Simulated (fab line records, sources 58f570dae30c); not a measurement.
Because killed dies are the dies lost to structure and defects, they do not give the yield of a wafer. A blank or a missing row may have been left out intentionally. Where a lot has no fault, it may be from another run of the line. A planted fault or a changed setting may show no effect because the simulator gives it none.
A lot that was struck, set against a sound lot | flow berkeleyCmos170 | 17 out of 331 route steps
Sound: wafers L930.2, L930.3, L930.6. Wafers L934.1, L934.4, L934.5 were the ones struck. Last of all comes the cause.
Each step with rows lists, per side, the tool, then ch with its chambers, then its first start. Under that, the readings that differ: sound wafers | struck wafers | difference of the means | sigmas: that difference in standard deviations of wafers without a fault.
alike: a reading whose means differ by less than 2 such deviations, as well as words and numbers matching on both sides. not compared: withheld readings; readings where some wafer has no value; bounds like >300 that might hide an equal value; numbers whose values overlap and for which the record gives no deviation.
A row with sigmas, a row that says differs or no value, or rows on one side alone: a step with any of these is where the two part. When numbers do not overlap yet have no deviation, they are printed without sigmas and do not part them. A reading missing from all wafers of one side parts the sides only when that side holds two or more wafers.

first, 5 steps without rows for these wafers: UCB170_NSD_COAT_01 (resist thk 892.1 nm); UCB170_NSD_SOFTBAKE_02 (time 60 s); UCB170_NSD_EXPOSE_03 (exposes mask NSELECT MOD, target cd 1200 nm); UCB170_NSD_PEB_04; UCB170_NSD_DEVELOP_05 (develop time 45 s).
UCB170_NSD_CD_MEAS_06: target cd 1200 nm.
  struck on cdSem-02, day 9 20:14; sound on cdSem-01, day 9 05:34
  alike: cdNm
UCB170_NSD_OVL_MEAS_07:
  struck on overlay-02, day 9 20:21; sound on overlay-01, day 9 05:41
  alike: NSD_OVL
next, for these wafers, 1 step has no rows: UCB170_NSD_IMPLANT_08.
UCB170_NSD_STRIP_09: strips in O2.
  sound on plasmaAsher-02 ch 0, day 9 05:52; struck on plasmaAsher-02 ch 1, day 9 20:32
reading                  | sound       | struck      | difference | sigmas
drypumpMotorCurrentA (A) | 6.8 6.8 6.8 | 5.2 5.2 5.2 | -1.6       | -3
  alike: oesProductAu, stripTimeToEndpointS
  not compared: rfHoursCounterH
UCB170_NSD_TW_MEAS_10:
  struck on filmMetro-02, day 9 20:38; sound on filmMetro-03, day 9 05:58
reading | sound          | struck         | difference | sigmas
NSD_TW  | 4141 4183 4177 | 4236 4234 4219 | +63        | +2
then, 2 steps without rows for these wafers: UCB170_NSD_CLEAN_11 (cleans in SPM, time 600 s); UCB170_BACKSIDE_HMDS_00 (prime time 60 s).
UCB170_BACKSIDE_COAT_01: resist thk 900 nm.
  sound on lithoTrack-01 ch 0, day 9 06:47; struck on lithoTrack-01 ch 0, day 9 21:29
reading                                  | sound           | struck         | difference | sigmas
model.KrF_of_BACKSIDE_COAT_01.thkNm (nm) | 898.8 899.6 901 | 1003 1005 1005 | +105       | 
  alike: chillPlateTempC
then, 1 step without rows for these wafers: UCB170_BACKSIDE_SOFTBAKE_02 (time 60 s).
UCB170_BACKSIDE_STRIP_03: strips in O2.
  sound on plasmaAsher-01 ch 0,1, day 9 07:04; struck on plasmaAsher-01 ch 0,1, day 9 21:47
reading                  | sound             | struck            | difference | sigmas
stripTimeToEndpointS (s) | 21.92 21.96 21.98 | 24.42 24.49 24.48 | +2.51      | +42
  alike: drypumpMotorCurrentA, oesProductAu
  not compared: rfHoursCounterH
then, 1 step without rows for these wafers: UCB170_BACKSIDE_CLEAN_04 (cleans in SPM, time 600 s).
UCB170_M3_PROBE_99:
  rows exist in the record for the struck wafers here (prober-01, day 11 01:00), but not for the sound ones

== WHERE THEY PART ==
At UCB170_NSD_STRIP_09 first; at UCB170_M3_PROBE_99 last (within this record only).

WHY: what the simulator had put in
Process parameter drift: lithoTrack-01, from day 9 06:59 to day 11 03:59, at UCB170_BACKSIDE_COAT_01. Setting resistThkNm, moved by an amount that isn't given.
